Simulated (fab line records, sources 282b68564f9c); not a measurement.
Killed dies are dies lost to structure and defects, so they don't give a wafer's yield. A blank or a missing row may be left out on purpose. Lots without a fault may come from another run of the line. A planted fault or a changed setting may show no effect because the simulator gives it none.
A struck lot beside a sound one | flow rit_cmos | 13 steps out of a route of 202
Sound: wafers L729.1, L729.2, L729.3. Struck: wafers L736.1, L736.5, L736.6. The cause comes at the end.
At each step with rows: each side's tool, then ch and its chambers, then its first start. Under that, the readings that differ: sound wafers | struck wafers | difference of the means | sigmas: that difference in standard deviations of wafers without a fault.
alike: readings whose means differ by less than 2 such deviations, and words and numbers that are the same on both sides. not compared: withheld readings, readings that some wafer has no value for, bounds like >300 that may hide the same value, and numbers for which the record gives no deviation and whose values overlap.
The two part at a step that has a row with sigmas, a row that says differs or no value, or rows on one side only. Numbers that don't overlap but have no deviation are shown without sigmas and don't part them. A reading that every wafer of one side lacks parts them only if that side has two wafers or more.

RIT_NWELL_TW_MEAS_10:
  sound on film_metro-02, day 2 06:10; struck on film_metro-04, day 3 13:08
  alike: NWELL_TW
then, 6 steps without rows for these wafers: RIT_PWELL_HMDS_00 (prime time 60 s); RIT_PWELL_COAT_01 (resist thk 1300 nm); RIT_PWELL_SOFTBAKE_02 (time 60 s); RIT_PWELL_EXPOSE_03 (exposes mask M3, target cd 43700 nm); RIT_PWELL_PEB_04; RIT_PWELL_DEVELOP_05 (develop time 68 s).
RIT_PWELL_OVL_MEAS_06:
  sound on overlay-02, day 2 07:14; struck on overlay-02, day 3 14:05
  alike: PWELL_OVL
then, 2 steps without rows for these wafers: RIT_PWELL_HARDBAKE_07 (time 120 s); RIT_PWELL_IMPLANT_08.
RIT_PWELL_STRIP_09: strips in O2, time 180 s.
  sound on plasma_asher-03 ch 0,1, day 2 07:41; struck on plasma_asher-01 ch 0,1, day 3 14:31
  alike: drypump_motor_current_A
  not compared: rf_hours_counter_h
RIT_PWELL_TW_MEAS_10:
  sound on film_metro-01, day 2 07:51; struck on film_metro-01, day 3 14:41
  alike: PWELL_TW
RIT_WELLDRIVE_ANNEAL_00: time 14700 s.
  sound on furnace-01 ch 0, day 2 07:55; struck on furnace-04, day 3 14:45
  no value came back on the struck wafers for run_length_s (s), spike_tc_centre_C (C), tube_center_temp_C (C); on the sound wafers run_length_s (s) reads 18264 18264 18264

WHERE THEY PART
Only at RIT_WELLDRIVE_ANNEAL_00, within this record.

WHY: what the simulator had put in
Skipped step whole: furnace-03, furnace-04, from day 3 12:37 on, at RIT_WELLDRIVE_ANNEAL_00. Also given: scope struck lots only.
